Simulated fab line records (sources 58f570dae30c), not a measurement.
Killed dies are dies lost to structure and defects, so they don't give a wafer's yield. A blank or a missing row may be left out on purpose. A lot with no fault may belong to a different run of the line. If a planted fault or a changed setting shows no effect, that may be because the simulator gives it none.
A struck lot beside a sound one | flow berkeleyCmos170 | 15 out of 331 route steps
Sound: wafers L355.3, L355.5, L355.6. Struck: wafers L367.1, L367.2, L367.4. The cause comes at the end.
Order at every step that has rows: each side's tool, ch and its chambers, its first start. Under that, the readings that differ: sound wafers | struck wafers | difference of the means | sigmas: that difference in standard deviations of wafers without a fault.
alike: words and numbers the same on both sides, and readings whose means are apart by under 2 such deviations; not compared: readings that were withheld, readings missing a value for some wafer, numbers with overlapping values and no deviation given by the record, and bounds like >300 which may hide the same value.
Wherever a step has rows on one side only, a row that says differs or no value, or a row with sigmas, the two part there. Numbers that have no deviation but don't overlap get no sigmas and don't part them. A reading that every wafer of one side lacks parts them only if that side has two wafers or more.

UCB170_GATE_STRIP_16: strips in O2.
  sound on plasmaAsher-01 ch 0,1, day 7 04:19; struck on plasmaAsher-02 ch 0,1, day 9 09:01
  alike: drypumpMotorCurrentA, oesProductAu
  not compared: rfHoursCounterH
UCB170_GATE_CD_MEAS_90: the cd target is 350 nm.
  sound on cdSem-01 at day 7 04:26; struck on cdSem-01 at day 9 09:07
  alike: cdNm
then, 7 steps without rows for these wafers: UCB170_GATE_CLEAN_17 (cleans in SPM, time 600 s); UCB170_PLDD_HMDS_00 (prime time 60 s); UCB170_PLDD_COAT_01 (resist thk 900 nm); UCB170_PLDD_SOFTBAKE_02 (time 60 s); UCB170_PLDD_EXPOSE_03 (exposes mask PSELECT, target cd 1200 nm); UCB170_PLDD_PEB_04; UCB170_PLDD_DEVELOP_05 (develop time 45 s).
UCB170_PLDD_CD_MEAS_06: the cd target is 1200 nm.
  sound on cdSem-01 at day 7 05:54; struck on cdSem-01 at day 9 10:14
  alike: cdNm
UCB170_PLDD_OVL_MEAS_07:
  sound on overlay-01 at day 7 05:59; struck on overlay-02 at day 9 10:22
  alike: PLDD_OVL
after that, 1 step had no rows for these wafers: UCB170_PLDD_IMPLANT_08.
UCB170_PLDD_IMPLANT_09:
  sound on implanter-01 ch 0, day 7 06:13; struck on implanter-04 ch 0, day 9 10:33
reading           | sound             | struck            | difference | sigmas
tiltDeg (degrees) | 6.996 7.003 6.983 | 6.444 6.480 6.469 | -0.530     | -28
  alike: doseIonsCm2
UCB170_PLDD_STRIP_10: strips in O2.
  sound on plasmaAsher-03 ch 0,1, day 7 06:21; struck on plasmaAsher-01 ch 0,1, day 9 10:42
  alike: drypumpMotorCurrentA, oesProductAu, stripTimeToEndpointS
  not compared: rfHoursCounterH
UCB170_M3_PROBE_99:
  rows exist in the record for the struck wafers here (prober-01, day 11 00:30), but not for the sound ones

WHERE THEY PART
Earliest at UCB170_PLDD_IMPLANT_09; latest, in this record, at UCB170_M3_PROBE_99.

WHY: the cause the simulator had injected
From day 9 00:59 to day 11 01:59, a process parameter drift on implanter-04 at UCB170_PLDD_IMPLANT_09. The setting tiltDeg was moved by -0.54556, starting from 7. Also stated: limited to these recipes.
